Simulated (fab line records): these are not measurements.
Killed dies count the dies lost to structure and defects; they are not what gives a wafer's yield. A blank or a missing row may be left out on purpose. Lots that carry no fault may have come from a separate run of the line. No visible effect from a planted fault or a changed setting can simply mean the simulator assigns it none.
Comparing a struck lot with a sound one | flow rit_cmos | 15 out of 202 route steps
Sound: these wafers, L294.2, L294.4, L294.5. Struck: wafer L307.4 (left out: L307.1, L307.3 of the same lot, which were not struck); the cause appears at the end.
Each step with rows lists, per side, the tool, then ch with its chambers, then its first start. Under that, the readings that differ: sound wafers | struck wafers | difference of the means | sigmas: that difference in standard deviations of wafers without a fault.
alike: readings whose means differ by less than 2 such deviations, and words and numbers that are the same on both sides. not compared: withheld readings, readings that some wafer has no value for, bounds like >300 that may hide the same value, and numbers for which the record gives no deviation and whose values overlap.
A row with sigmas, a row that says differs or no value, or rows on one side alone: a step with any of these is where the two part. Numbers that don't overlap but have no deviation are shown without sigmas and don't part them. A reading missing from all wafers of one side parts the sides only when that side holds two or more wafers.

RIT_SILICIDE_RTA_06: time 10 s, ramp up 5 s, ramp down 10 s.
  sound on rtp_anneal-02 ch 0, day 4 00:45; struck on rtp_anneal-01 ch 0, day 6 11:22
  alike: chamber_o2_ppm, wafer_temp_C_max
RIT_CONTACT_CVD_00: deposits SiO2 from TEOS, target thk 400 nm, time 61 s.
  sound on pecvd-02 ch 0,1,2, day 4 00:48; struck on pecvd-01 ch 1, day 6 11:26
  alike: heater_power_w
RIT_CONTACT_THK_MEAS_01:
  struck on film_metro-04, day 6 11:29; sound on film_metro-01, day 4 00:52
  alike: CONTACT_TEOS_THK
then, 6 steps without rows for these wafers: RIT_CONTACT_HMDS_02 (prime time 60 s); RIT_CONTACT_COAT_03 (resist thk 1000 nm); RIT_CONTACT_SOFTBAKE_04 (time 60 s); RIT_CONTACT_EXPOSE_05 (exposes mask M11, target cd 1000 nm); RIT_CONTACT_PEB_06; RIT_CONTACT_DEVELOP_07 (develop time 120 s).
RIT_CONTACT_CD_MEAS_08: the cd target is 1000 nm.
  struck on cd_sem-02, day 6 12:31; sound on cd_sem-01, day 4 02:02
  alike: cd_nm
RIT_CONTACT_OVL_MEAS_09:
  struck on overlay-02, day 6 12:38; sound on overlay-02, day 4 02:08
  alike: CONTACT_OVL
then, 1 step without rows for these wafers: RIT_CONTACT_HARDBAKE_10 (time 60 s).
RIT_CONTACT_ETCH_11: etches SiO2 in CHF3/CF4/Ar, stops on TiSi2, target depth 480 nm, time 320 s.
  sound on rie_diel-02 ch 0,3, day 4 02:19; struck on rie_diel-02 ch 0, day 6 12:49
  reading                                      | sound             | struck | difference | sigmas
  rf_fwd_power_W (W)                           | 199.4 199.2 199.2 | 230.8  | +31.5      | +51
  model.NOVOLAK_of_CONTACT_COAT_03.thk_nm (nm) | 770.9 767.6 773.2 | 756.7  | -13.9      |
  alike: drypump_motor_current_A, oes_product_au, throttle_valve_pct
  not compared: rf_hours_counter_h
RIT_CONTACT_STRIP_12: strips in O2, time 180 s.
  sound on plasma_asher-03 ch 0,1, day 4 02:31; struck on plasma_asher-04 ch 0, day 6 13:01
  alike: drypump_motor_current_A
  not compared: rf_hours_counter_h
RIT_M1_PROBE_99:
  struck on prober-01, day 6 18:49; sound on prober-02, day 4 07:23
  reading                                    | sound                      | struck  | difference | sigmas
  killed_short                               | 3 4 4                      | 9       | +5         | +3
  model.etest.antenna_contact.vt_shift_v (V) | -0.00822 -0.01503 -0.01512 | -0.0261 | -0.0133    |
  alike: killed_at_contacts, killed_at_front_end, killed_dies, killed_open

== WHERE THEY PART ==
At RIT_CONTACT_ETCH_11 first; at RIT_M1_PROBE_99 last (within this record only).

WHY: the cause the simulator had injected
rie_diel-02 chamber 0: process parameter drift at RIT_CONTACT_ETCH_11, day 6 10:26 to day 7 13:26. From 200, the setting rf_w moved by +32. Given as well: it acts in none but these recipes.
